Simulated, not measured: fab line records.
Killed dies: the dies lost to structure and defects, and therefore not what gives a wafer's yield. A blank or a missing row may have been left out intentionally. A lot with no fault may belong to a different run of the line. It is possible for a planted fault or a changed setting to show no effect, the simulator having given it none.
What tool caused it? | flow berkeley_cmos170 | 45 wafers from 15 lots sampled at 3 of the route's 331 steps

## WHAT THE GAUGES READ, wafer by wafer
UCB170_ACTIVE_CD_MEAS_13: target cd 1200 nm. Usual: cd_nm 1200.0 nm, standard deviation 1.4.
lot  | measured    | on        | cd_nm (nm)           | flag
L815 | day 3 22:53 | cd_sem-02 | 1198.4 1197.3 1198.4 |
L816 | day 4 09:35 | cd_sem-02 | 1200.3 1199.1 1200.3 |
L817 | day 4 09:21 | cd_sem-02 | 1199.7 1199.5 1199.1 |
L818 | day 4 16:51 | cd_sem-01 | 1201.2 1200.7 1201.2 |
L819 | day 5 00:12 | cd_sem-01 | 1201.8 1202.2 1202.4 |
L821 | day 5 06:23 | cd_sem-02 | 1199.9 1201.0 1200.3 |
L820 | day 5 05:40 | cd_sem-01 | 1200.6 1200.0 1199.1 |
L823 | day 5 18:11 | cd_sem-01 | 1199.5 1200.3 1199.5 |
L822 | day 5 17:56 | cd_sem-02 | 1199.8 1198.9 1198.9 |
L824 | day 5 18:01 | cd_sem-01 | 1197.2 1198.3 1197.7 |
L827 | day 6 21:22 | cd_sem-01 | 1199.9 1200.0 1200.3 |
L828 | day 6 21:34 | cd_sem-02 | 1200.2 1200.2 1199.0 |
L829 | day 7 01:20 | cd_sem-01 | 1199.4 1198.9 1197.9 |
L836 | day 8 07:47 | cd_sem-01 | 1200.2 1202.4 1200.9 |
L838 | day 8 22:26 | cd_sem-02 | 1197.9 1200.0 1199.4 |

UCB170_GATE_THK_MEAS_02. Usual: GATE_OXIDE_THK typically reads 6.67 nm, with standard deviation 0.14.
lot  | measured     | on            | GATE_OXIDE_THK (nm) | flag
L815 | day 5 09:39  | film_metro-02 | 6.52 6.57 6.55      |
L816 | day 5 20:08  | film_metro-01 | 6.69 6.79 6.75      |
L817 | day 5 20:08  | film_metro-03 | 6.66 6.75 6.76      |
L818 | day 6 08:25  | film_metro-03 | 6.65 6.60 6.48      |
L819 | day 6 14:01  | film_metro-01 | 6.79 6.96 6.82      |
L821 | day 6 22:30  | film_metro-01 | 6.64 6.56 6.54      |
L820 | day 6 22:31  | film_metro-02 | 6.62 6.70 6.60      |
L823 | day 7 04:34  | film_metro-01 | 6.99 6.89 6.93      |
L822 | day 7 04:35  | film_metro-03 | 6.80 6.94 6.93      |
L824 | day 7 11:06  | film_metro-01 | 6.72 6.84 6.62      |
L827 | day 8 12:05  | film_metro-01 | 6.58 6.46 6.60      |
L828 | day 8 12:04  | film_metro-03 | 6.51 6.45 6.50      |
L829 | day 8 20:59  | film_metro-01 | 6.53 6.60 6.58      |
L836 | day 9 23:06  | film_metro-01 | 6.59 6.46 6.45      |
L838 | day 10 14:24 | film_metro-03 | 6.77 6.71 6.82      |

## WHAT TOOL EACH LOT RAN ON (gives the tool, then ch and the chambers of the sampled wafers, and finally the start)
lot  | UCB170_PWELL_SOFTBAKE_09
L815 | litho_track-03 ch 0, day 2 22:02
L816 | litho_track-03 ch 0, day 3 06:13
L817 | litho_track-01 ch 0, day 3 08:10
L818 | litho_track-02 ch 0, day 3 16:02
L819 | litho_track-03 ch 0, day 3 19:22
L821 | litho_track-02 ch 0, day 4 00:44
L820 | litho_track-03 ch 0, day 4 00:52
L823 | litho_track-02 ch 0, day 4 15:14
L822 | litho_track-01 ch 0, day 4 15:16
L824 | litho_track-03 ch 0, day 4 15:32
L827 | litho_track-02 ch 0, day 5 09:04
L828 | litho_track-02 ch 0, day 5 19:14
L829 | litho_track-02 ch 0, day 5 23:48
L836 | litho_track-01 ch 0, day 7 04:27
L838 | litho_track-01 ch 0, day 7 14:14
- UCB170_PWELL_SOFTBAKE_09: time 60 s.

## AS READ BY THE TOOLS THEMSELVES (means over the sampled wafers that have a number; for cases with no such wafer, the mark the record gives instead)
UCB170_PWELL_SOFTBAKE_09. Usual: chill_plate_temp_C 22.99 C, standard deviation 0.11; heater_power_total_W 56.80 W, standard deviation 0.048; plate_temp_C 129.98 C, standard deviation 0.15.
lot  | tool           | chill_plate_temp_C (C) | heater_power_total_W (W) | plate_temp_C (C) | flag
L815 | litho_track-03 | 23.06                  | 56.80                    | 130.28           |
L816 | litho_track-03 | 23.14                  | 56.80                    | 130.03           |
L817 | litho_track-01 | 22.99                  | 56.77                    | 130.18           |
L818 | litho_track-02 | 22.88                  | 56.82                    | 129.84           |
L819 | litho_track-03 | 23.01                  | 56.81                    | 129.79           |
L821 | litho_track-02 | 23.07                  | 56.78                    | 130.06           |
L820 | litho_track-03 | 23.10                  | 56.80                    | 129.93           |
L823 | litho_track-02 | 22.95                  | 56.74                    | 129.86           |
L822 | litho_track-01 | 23.01                  | 56.79                    | 130.09           |
L824 | litho_track-03 | 22.99                  | 56.83                    | 130.01           |
L827 | litho_track-02 | 22.89                  | 58.48                    | 132.94           | OFF
L828 | litho_track-02 | 23.10                  | 58.43                    | 132.98           | OFF
L829 | litho_track-02 | 22.89                  | 58.51                    | 132.93           | OFF
L836 | litho_track-01 | 22.93                  | 56.81                    | 129.92           |
L838 | litho_track-01 | 23.06                  | 56.83                    | 129.92           |

## THE ANSWER, worked out from the rows above alone
Rule: a lot is off if the mean of its wafers that have a number lies more than 3 standard deviations from the usual mean. Also off: a lot with no number at a reading for which 4 or more lots have one. Any other lot the step has rows for is counted as sound. The gauges are gone through in route order, then the tools' own readings, and for those a lot's mean is taken as printed above. The first step at which some lot is off is used, and at that step the reading that is off furthest; a lot without a number counts as furthest.
Off at UCB170_PWELL_SOFTBAKE_09 (heater_power_total_W): L827, L828, L829.
A tool fits if, at that step or a process step before it, it ran every lot that is off, and no sound lot after the first of them. One fits: litho_track-02 at UCB170_PWELL_SOFTBAKE_09. Its last sound lot is L823 (day 4 15:14), its first lot that is off L827 (day 5 09:04): a fault that began between those two fits.
The tool's own readings at UCB170_PWELL_SOFTBAKE_09 bear it out: on the lots that are off they differ by more than 5 times the standard deviation of the sound lots' means. heater_power_total_W reads 58.47 W there against 56.80 W on the sound lots; plate_temp_C reads 132.95 C there against 129.99 C on the sound lots.

## WHAT HAD BEEN PUT IN BY THE SIMULATOR
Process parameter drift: litho_track-02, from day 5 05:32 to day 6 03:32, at UCB170_PWELL_SOFTBAKE_09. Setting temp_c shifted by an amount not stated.
Struck lots among those shown: L827, L828, L829. The rule given above showed the same thing.
